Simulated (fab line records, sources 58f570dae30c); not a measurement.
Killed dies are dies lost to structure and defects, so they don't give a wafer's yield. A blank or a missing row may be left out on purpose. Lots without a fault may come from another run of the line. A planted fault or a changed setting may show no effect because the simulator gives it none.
One fault seen from 2 desks | flow berkeley_cmos170 | each desk has only its own numbers; what lay behind them comes last

THE TOOL OWNER'S DESK: pecvd-04
The tool's own readings at UCB170_V2_CVD_00 (deposits SiO2 from TEOS/O2, target thk 2000 nm, time 250 s): means of the sampled wafers that have a number, for each lot that ran on this tool. A lot is out of limits, marked OUT, if its mean lies more than 4 standard deviations from the usual mean; the brackets give that distance.
Columns: A = heater_power_w at UCB170_V2_CVD_00, usual 251 W; B = run_length_s at UCB170_V2_CVD_00, usual 277.9 s; C = susceptor_temp_C at UCB170_V2_CVD_00, usual 389.99 C
lot  | first seen here | A   | B               | C
L962 | day 10 09:02    | 250 | 278.0           | 389.80
L963 | day 10 09:35    | 233 | 277.5           | 390.28
L967 | day 11 06:47    | 259 | 277.4           | 390.15
L971 | day 11 08:46    | 225 | 277.4           | 390.01
L970 | day 11 14:01    | 285 | 242.4 (-54) OUT | -
L972 | day 11 14:13    | 213 | 241.8 (-55) OUT | -
This desk's finding: out of limits on L970, L972; first on L970, day 11 14:01 (run_length_s at UCB170_V2_CVD_00). In limits: L962, L963, L967, L971.

THE METROLOGY DESK
What the gauges read, lot by lot, whatever tool the lot ran on: means of the sampled wafers that have a number. A lot is out of limits, marked OUT, if its mean lies more than 4 standard deviations from the usual mean; the brackets give that distance.
Columns: A = V1_OVL at UCB170_V1_OVL_MEAS_13, usual 0 nm; B = V2_TEOS_THK at UCB170_V2_THK_MEAS_01, usual 2002 nm; C = V2_BOW at UCB170_V2_BOW_MEAS_03, usual 35 um
lot  | first seen here | A  | B              | C
L957 | day 8 11:56     | 3  | 2029           | 33
L961 | day 8 17:16     | 0  | 2008           | 32
L960 | day 8 19:36     | 3  | 1989           | 33
L962 | day 10 04:45    | 3  | 1991           | 39
L964 | day 10 05:05    | -4 | 2026           | 37
L963 | day 10 05:19    | -3 | 2009           | 42
L965 | day 10 06:31    | 2  | 2004           | 37
L968 | day 10 21:01    | 5  | 1999           | 31
L967 | day 11 03:44    | 3  | 2001           | 37
L971 | day 11 05:49    | -5 | 1996           | 31
L970 | day 11 10:19    | -6 | 1710 (-12) OUT | 35
L969 | day 11 10:46    | 7  | 2008           | 44
L972 | day 11 11:03    | -1 | 1724 (-12) OUT | 33
L975 | day 12 12:57    | -2 | 2004           | 34
This desk's finding: out of limits on L970, L972; first on L970, day 11 14:10 (V2_TEOS_THK at UCB170_V2_THK_MEAS_01). In limits: L957, L961, L960, L962, L964, L963, L965, L968, L967, L971, L969, L975.

PUT TOGETHER
The tool owner's desk could have raised an alarm at day 11 14:01, on L970, L972.
The metrology desk could have raised an alarm at day 11 14:10, on L970, L972.
Of the lots named, all ran UCB170_V2_CVD_00 on pecvd-04.

WHAT THE SIMULATOR HAD PUT IN
Process parameter drift: pecvd-04, from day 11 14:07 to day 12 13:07, at UCB170_V2_CVD_00. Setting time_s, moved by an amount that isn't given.
Lots struck among those shown: L970, L972.
